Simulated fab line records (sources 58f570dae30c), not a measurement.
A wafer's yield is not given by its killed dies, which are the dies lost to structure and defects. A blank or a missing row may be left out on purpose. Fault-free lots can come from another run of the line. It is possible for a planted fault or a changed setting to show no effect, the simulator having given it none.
Struck lot and sound lot, side by side -- flow berkeley cmos170 -- 14 out of 331 route steps
Sound: wafers L785.3, L785.5, L785.6. The struck wafers were L777.2, L777.5, L777.6. Last of all comes the cause.
For every step that has rows: the tool of each side, followed by ch and its chambers, followed by its first start. Under that, the readings that differ: sound wafers -- struck wafers -- difference of the means -- sigmas: that difference in standard deviations of wafers without a fault.
alike: words and numbers the same on both sides, and readings whose means are apart by under 2 such deviations; not compared: readings that were withheld, readings missing a value for some wafer, numbers with overlapping values and no deviation given by the record, and bounds like >300 which may hide the same value.
A row with sigmas, a row that says differs or no value, or rows on one side alone: a step with any of these is where the two part. When numbers do not overlap yet have no deviation, they are printed without sigmas and do not part them. A reading that every wafer of one side lacks parts them only if that side has two wafers or more.

first, 1 step without rows for these wafers: UCB170_CONTACT_CVD_01 (deposits PSG from SiH4/O2/PH3, target thk 700 nm, time 2820 s).
UCB170_CONTACT_THK_MEAS_02:
  struck on film metro-01, day 8 01:04; sound on film metro-02, day 10 00:30
  alike: CONTACT_PSG_THK
then, 3 steps without rows for these wafers: UCB170_CONTACT_HMDS_03 (prime time 60 s); UCB170_CONTACT_COAT_04 (resist thk 900 nm); UCB170_CONTACT_SOFTBAKE_05 (time 60 s).
UCB170_CONTACT_STRIP_06: strips in O2.
  sound on plasma asher-04 ch 0,1, day 10 01:01; struck on plasma asher-03 ch 0,1, day 8 01:48
  alike: drypump motor current A, oes product au, strip time to endpoint s
  not compared: rf hours counter h
then, 1 step without rows for these wafers: UCB170_CONTACT_CLEAN_07 (cleans in SPM, time 600 s).
UCB170_CONTACT_RTA_08: time 10 s.
  sound on rtp anneal-01 ch 0, day 10 01:24; struck on rtp anneal-01 ch 0, day 8 02:05
  alike: lamp power pct, wafer_temp_C_max
then, 4 steps without rows for these wafers: UCB170_CONTACT_COAT_09; UCB170_CONTACT_COAT_10 (resist thk 900 nm); UCB170_CONTACT_SOFTBAKE_11 (time 60 s); UCB170_CONTACT_EXPOSE_12 (exposes mask CONT, target cd 700 nm).
UCB170_CONTACT_PEB_13:
  sound on litho track-03 ch 0, day 10 02:16; struck on litho track-03, day 8 02:59
  no value came back on the struck wafers for chill plate temp C (C), exhaust pa (Pa); on the sound wafers chill plate temp C (C) reads 23.07 22.89 22.96
then, 1 step without rows for these wafers: UCB170_CONTACT_DEVELOP_14 (develop time 45 s).

## WHERE THEY PART
At UCB170_CONTACT_PEB_13 and nowhere else, as far as this record goes.

WHY: whatever the simulator had introduced
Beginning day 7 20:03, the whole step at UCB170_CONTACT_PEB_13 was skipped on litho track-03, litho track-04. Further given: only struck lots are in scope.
